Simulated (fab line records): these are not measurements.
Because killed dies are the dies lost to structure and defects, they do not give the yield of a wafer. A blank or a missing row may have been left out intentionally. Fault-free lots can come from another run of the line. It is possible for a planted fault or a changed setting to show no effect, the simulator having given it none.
The tool behind it: which one?	flow berkeley-cmos170	Sampling: 15 lots, 45 wafers, 5 of 331 route steps

WHAT THE GAUGES SHOWED, per wafer
UCB170_PFIELD_TW_MEAS_09.
lot	measured	on	PFIELD_TW
L908	day 4 08:05	film-metro-01	595 592 595
L909	day 4 13:45	film-metro-04	604 605 606
L913	day 5 14:25	film-metro-04	608 607 607
L912	day 5 14:41	film-metro-02	604 600 602
L917	day 6 00:05	film-metro-02	602 604 604
L914	day 6 00:14	film-metro-04	604 602 604
L920	day 6 15:52	film-metro-02	605 605 604
L919	day 6 15:58	film-metro-02	602 605 606
L921	day 7 04:32	film-metro-04	610 611 611
L923	day 7 16:25	film-metro-02	603 602 605
L925	day 7 16:39	film-metro-02	602 604 604
L924	day 7 16:42	film-metro-04	614 612 614
L927	day 8 04:06	film-metro-02	601 605 602
L926	day 8 04:11	film-metro-01	590 591 593
L928	day 8 04:22	film-metro-02	602 603 604

UCB170_V2_CD_MEAS_12 targets a cd of 700 nm.
lot	measured	on	cd-nm (nm)
L908	day 7 11:47	cd-sem-01	700.4 702.5 700.3
L909	day 7 15:34	cd-sem-01	700.2 699.4 698.9
L913	day 8 16:14	cd-sem-01	702.6 702.9 701.9
L912	day 8 15:50	cd-sem-01	701.7 701.6 700.8
L917	day 9 09:31	cd-sem-02	701.2 701.7 701.2
L914	day 9 04:15	cd-sem-01	701.0 700.5 699.5
L920	day 10 05:14	cd-sem-01	700.7 700.5 699.4
L919	day 10 04:56	cd-sem-01	698.8 698.2 697.2
L921	day 10 18:29	cd-sem-01	700.0 701.6 699.5
L923	day 11 12:27	cd-sem-01	701.1 700.6 699.8
L925	day 11 13:16	cd-sem-01	709.6 706.7 708.2
L924	day 11 13:32	cd-sem-01	708.8 709.2 708.4
L927	day 11 13:52	cd-sem-01	699.4 699.5 699.1
L926	day 11 13:00	cd-sem-02	706.2 707.0 707.6
L928	day 11 12:11	cd-sem-01	700.2 701.5 702.4

TOOL THAT RAN EACH LOT (tool first, then ch and the chambers of the sampled wafers, then the start)
lot	UCB170_PFIELD_STRIP_08	UCB170_SPACER_ETCHBACK_03	UCB170_V2_PEB_10
L908	plasma-asher-03 ch 0,1, day 4 07:59	rie-diel-04 ch 0,1, day 6 07:41	litho-track-03 ch 0, day 7 11:29
L909	plasma-asher-01 ch 0,1, day 4 13:39	rie-diel-01 ch 0,1,3, day 6 14:32	litho-track-03 ch 0, day 7 15:17
L913	plasma-asher-03 ch 0,1, day 5 14:20	rie-diel-04 ch 0,1,3, day 7 13:53	litho-track-02 ch 0, day 8 15:44
L912	plasma-asher-03 ch 0,1, day 5 14:35	rie-diel-03 ch 0,3, day 7 13:53	litho-track-03 ch 0, day 8 15:20
L917	plasma-asher-03 ch 0,1, day 5 23:59	rie-diel-01 ch 0,2, day 8 04:43	litho-track-04 ch 0, day 9 09:14
L914	plasma-asher-01 ch 0,1, day 6 00:08	rie-diel-04 ch 0,1,3, day 8 04:43	litho-track-02 ch 0, day 9 03:58
L920	plasma-asher-01 ch 1, day 6 15:46	rie-diel-03 ch 1,2,3, day 9 01:23	litho-track-04 ch 0, day 10 04:58
L919	plasma-asher-03 ch 0,1, day 6 15:52	rie-diel-01 ch 0,1, day 9 01:23	litho-track-04 ch 0, day 10 04:40
L921	plasma-asher-03 ch 0,1, day 7 04:25	rie-diel-01 ch 0,2,3, day 9 12:14	litho-track-02 ch 0, day 10 18:13
L923	plasma-asher-03 ch 0,1, day 7 16:18	rie-diel-03 ch 0,1,2, day 10 02:05	litho-track-04 ch 0, day 11 12:11
L925	plasma-asher-04 ch 0,1, day 7 16:33	rie-diel-01 ch 0,2, day 10 02:05	litho-track-04 ch 0, day 11 12:59
L924	plasma-asher-01 ch 0,1, day 7 16:36	rie-diel-04 ch 0,1, day 10 02:09	litho-track-04 ch 0, day 11 13:16
L927	plasma-asher-04 ch 0,1, day 8 03:59	rie-diel-04 ch 0,1,3, day 10 02:13	litho-track-02 ch 0, day 11 13:35
L926	plasma-asher-03 ch 0,1, day 8 04:04	rie-diel-01 ch 1,2,3, day 10 02:09	litho-track-04 ch 0, day 11 12:44
L928	plasma-asher-01 ch 0,1, day 8 04:16	rie-diel-03 ch 0,1,2, day 10 02:09	litho-track-04 ch 0, day 11 11:55
- UCB170_PFIELD_STRIP_08: strips in O2.
- UCB170_SPACER_ETCHBACK_03: etches SiO2 in CHF3/CF4/Ar, stops on Si, target depth 376 nm, time 100 s.
- UCB170_V2_PEB_10

WHAT THE TOOLS THEMSELVES READ (means of the sampled wafers that have a number; where no wafer has one, the mark that the record gives instead)
UCB170_PFIELD_STRIP_08.
lot	tool	drypump-motor-current-A (A)	o2-flow-sccm (sccm)	oes-product-au (a.u.)	strip-time-to-endpoint-s (s)
L908	plasma-asher-03	5.4	400.6	0.733	21.67
L909	plasma-asher-01	5.5	399.7	0.736	21.68
L913	plasma-asher-03	5.6	400.2	0.736	21.49
L912	plasma-asher-03	5.6	399.9	0.738	21.62
L917	plasma-asher-03	5.4	400.2	0.731	21.65
L914	plasma-asher-01	5.5	400.3	0.731	21.65
L920	plasma-asher-01	5.9	400.8	0.738	21.68
L919	plasma-asher-03	5.6	400.6	0.730	21.57
L921	plasma-asher-03	5.4	399.9	0.731	21.64
L923	plasma-asher-03	5.4	398.6	0.736	21.65
L925	plasma-asher-04	5.4	399.8	0.735	21.78
L924	plasma-asher-01	5.3	399.7	0.737	21.56
L927	plasma-asher-04	5.4	400.2	0.735	21.68
L926	plasma-asher-03	5.4	399.4	0.730	21.74
L928	plasma-asher-01	5.6	399.5	0.738	21.66

UCB170_SPACER_ETCHBACK_03.
lot	tool	CHF3_flow_sccm (sccm)	drypump-motor-current-A (A)	oes-product-au (a.u.)	rf-fwd-power-W (W)	throttle-valve-pct (%)
L908	rie-diel-04	49.97	5.6	0.915	496.7	6.45
L909	rie-diel-01	50.02	5.6	0.901	497.0	6.40
L913	rie-diel-04	50.05	5.8	0.897	497.3	6.45
L912	rie-diel-03	50.18	5.7	0.896	499.1	6.53
L917	rie-diel-01	50.05	5.1	0.905	496.1	6.47
L914	rie-diel-04	49.94	5.8	0.896	497.3	6.45
L920	rie-diel-03	49.76	5.7	0.909	495.8	6.37
L919	rie-diel-01	50.00	5.4	0.899	494.4	6.34
L921	rie-diel-01	49.90	5.5	0.886	499.6	6.52
L923	rie-diel-03	50.00	5.5	0.910	495.1	6.47
L925	rie-diel-01	50.00	5.4	0.913	497.2	6.57
L924	rie-diel-04	50.02	5.6	0.906	495.7	6.45
L927	rie-diel-04	49.98	5.8	0.899	497.1	6.44
L926	rie-diel-01	50.12	5.8	0.893	496.7	6.52
L928	rie-diel-03	50.12	5.5	0.895	496.0	6.47

UCB170_V2_PEB_10.
lot	tool	resist-line-temp-C (C)
L908	litho-track-03	22.96
L909	litho-track-03	22.95
L913	litho-track-02	22.96
L912	litho-track-03	23.03
L917	litho-track-04	22.98
L914	litho-track-02	22.91
L920	litho-track-04	22.94
L919	litho-track-04	23.12
L921	litho-track-02	22.86
L923	litho-track-04	22.98
L925	litho-track-04	22.81
L924	litho-track-04	22.82
L927	litho-track-02	23.16
L926	litho-track-04	22.95
L928	litho-track-04	23.12

THE ANSWER, worked out from the rows above alone
Rule: the usual values come from the lots themselves. The widest of any qualifying gaps counts: lots, ordered by their means at a reading, are off when they make up no more than a third of the lots, leave a main group of 4 or more, and stand apart from it by 3 or more times the standard deviation of that group's means. If all means in a main group match to the digits the tables above print for the reading, that group is not used. Also off: a lot with no number at a reading for which 4 or more lots have one. Any other lot the step has rows for is counted as sound. Order of review: gauges by route order, followed by the tools' own readings, for which a lot's mean as printed above is used. The first step at which some lot is off is used, and at that step the reading that is off furthest; a lot without a number counts as furthest.
Off: L925, L924, L926, at UCB170_V2_CD_MEAS_12 (cd-nm). For the main group the mean is 700.5 nm and the standard deviation 1.1.
A tool fits if, at a process step before that reading, it ran every lot that is off, and no sound lot after the first of them. Those tools and the gauges at UCB170_V2_CD_MEAS_12 are tried in the same way. One fits: UCB170_V2_PEB_10 on litho-track-04. A fault onset in the window from L923 (day 11 12:11, its last sound lot) to L926 (day 11 12:44, its first lot off) fits.

WHAT THE SIMULATOR HAD INSERTED
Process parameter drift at UCB170_V2_PEB_10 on litho-track-04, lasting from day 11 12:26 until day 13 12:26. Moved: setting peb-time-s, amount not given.
Lots struck among those shown: L925, L924, L926. This agrees with what the rule above found.
